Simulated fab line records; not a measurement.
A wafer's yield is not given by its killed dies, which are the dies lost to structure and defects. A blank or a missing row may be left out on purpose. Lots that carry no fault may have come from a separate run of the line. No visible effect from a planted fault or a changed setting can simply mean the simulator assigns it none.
Check of tool commonality ; flow berkeley_cmos170 ; 14 lots and 48 wafers in the sample

WHAT PROMPTED THE OPENING
2 of 14 lots carry a flag on the reading GATE_OXIDE_THK at UCB170_GATE_THK_MEAS_02. Fault-free wafers read 6.61 nm, with a standard deviation of 0.11.
Rule: a lot gets a flag if all its wafers with a number sit over 4 standard deviations from that mean, or if no wafer of it has a number. The other lots count as sound.

lot;measured;on;GATE_OXIDE_THK (nm), wafer by wafer;flag
L114;day 6 06:23;film_metro-02;6.57 6.47 6.64;
L115;day 6 06:23;film_metro-03;6.61 6.52 6.58;
L112;day 6 06:28;film_metro-02;6.83 6.80 6.64;
L116;day 6 16:04;film_metro-02;6.75 6.78 6.64;
L117;day 6 16:05;film_metro-04;6.59 6.57 6.57;
L119;day 7 11:18;film_metro-03;6.49 6.49 6.37;
L118;day 7 11:23;film_metro-03;6.57 6.61 6.72;
L123;day 8 11:25;film_metro-03;5.11 5.14 5.14 5.12 5.12 5.17;FLAGGED
L124;day 8 11:25;film_metro-04;5.05 5.06 4.89 5.06 5.09 4.91;FLAGGED
L125;day 8 17:17;film_metro-04;6.59 6.47 6.48;
L128;day 9 18:35;film_metro-03;6.53 6.56 6.54;
L129;day 9 18:37;film_metro-02;6.58 6.71 6.66;
L134;day 10 19:44;film_metro-02;6.46 6.74 6.57;
L135;day 10 19:44;film_metro-03;6.79 6.84 6.77;
On average the flagged lots' numbers are 5.07 nm, which is -1.54 nm against the usual, or -14 standard deviations.

WHICH TOOL RAN EACH LOT
2 process steps preceding the reading are held in the record, out of 331 steps in the route. Cell contents, in order: the tool; ch with the chambers the sampled wafers went through; the start.
lot;flag;UCB170_PVT_STRIP_08;UCB170_GATE_OXIDATION_01
L114;;plasma_asher-02 ch 0, day 5 23:39;furnace-04 ch 0, day 6 04:53
L115;;plasma_asher-03 ch 0,1, day 5 23:49;furnace-04 ch 0, day 6 04:53
L112;;plasma_asher-04 ch 0,1, day 6 00:07;furnace-04 ch 0, day 6 04:53
L116;;plasma_asher-03 ch 0,1, day 6 11:44;furnace-04 ch 0, day 6 14:34
L117;;plasma_asher-02 ch 0,1, day 6 11:39;furnace-04 ch 0, day 6 14:34
L119;;plasma_asher-03 ch 0, day 7 07:58;furnace-01 ch 0, day 7 09:48
L118;;plasma_asher-02 ch 0,1, day 7 08:10;furnace-01 ch 0, day 7 09:48
L123;FLAGGED;plasma_asher-03 ch 0,1, day 8 06:56;furnace-01 ch 0, day 8 09:55
L124;FLAGGED;plasma_asher-02 ch 0,1, day 8 06:40;furnace-01 ch 0, day 8 09:55
L125;;plasma_asher-02 ch 0,1, day 8 11:19;furnace-04 ch 0, day 8 15:47
L128;;plasma_asher-04 ch 0,1, day 9 12:56;furnace-04 ch 0, day 9 17:05
L129;;plasma_asher-03 ch 0,1, day 9 13:14;furnace-04 ch 0, day 9 17:05
L134;;plasma_asher-02 ch 0,1, day 10 14:11;furnace-02 ch 0, day 10 18:14
L135;;plasma_asher-03 ch 0,1, day 10 14:08;furnace-02 ch 0, day 10 18:14
These steps, and what they do:
- UCB170_PVT_STRIP_08: strips in O2.
- UCB170_GATE_OXIDATION_01: target thk 6.6 nm, ox time 1800 s.
- UCB170_GATE_THK_MEAS_02

FLAGGED AGAINST TOTAL, ONE TOOL AT A TIME (gauges that did the reading follow at the end)
step;tool;lots run;flagged;share of the flagged lots;sound lots run after its first flagged lot
UCB170_PVT_STRIP_08;plasma_asher-02;6;1;some;2 (L125,L134)
UCB170_PVT_STRIP_08;plasma_asher-03;6;1;some;2 (L129,L135)
UCB170_PVT_STRIP_08;plasma_asher-04;2;0;none;-
UCB170_GATE_OXIDATION_01;furnace-01;4;2;all;0
UCB170_GATE_OXIDATION_01;furnace-02;2;0;none;-
UCB170_GATE_OXIDATION_01;furnace-04;8;0;none;-
UCB170_GATE_THK_MEAS_02;film_metro-02;5;0;none;-
UCB170_GATE_THK_MEAS_02;film_metro-03;6;1;some;2 (L128,L135)
UCB170_GATE_THK_MEAS_02;film_metro-04;3;1;some;1 (L125)

THE TABLE: WHAT IT ALLOWS
In the table, 1 row covers all flagged lots: furnace-01 at UCB170_GATE_OXIDATION_01.
- furnace-01 at UCB170_GATE_OXIDATION_01: 2 of its 4 lots flagged. It ran its last sound lot, L118, at day 7 09:48 and its first flagged lot, L123, at day 8 09:55: a fault with its onset between the two fits. Its own readings (spike_tc_centre_C, spike_tc_load_C, spike_tc_source_C, tube_center_temp_C, tube_center_temp_C_max) fall more than 4 standard deviations out on all wafers of the flagged lots.
Just one tool remains: furnace-01 at UCB170_GATE_OXIDATION_01.

WHAT WAS PUT IN BY THE SIMULATOR
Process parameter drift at UCB170_GATE_OXIDATION_01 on furnace-01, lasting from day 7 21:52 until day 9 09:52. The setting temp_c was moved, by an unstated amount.
Lots struck among those shown: L123, L124. The rule given above showed the same thing.
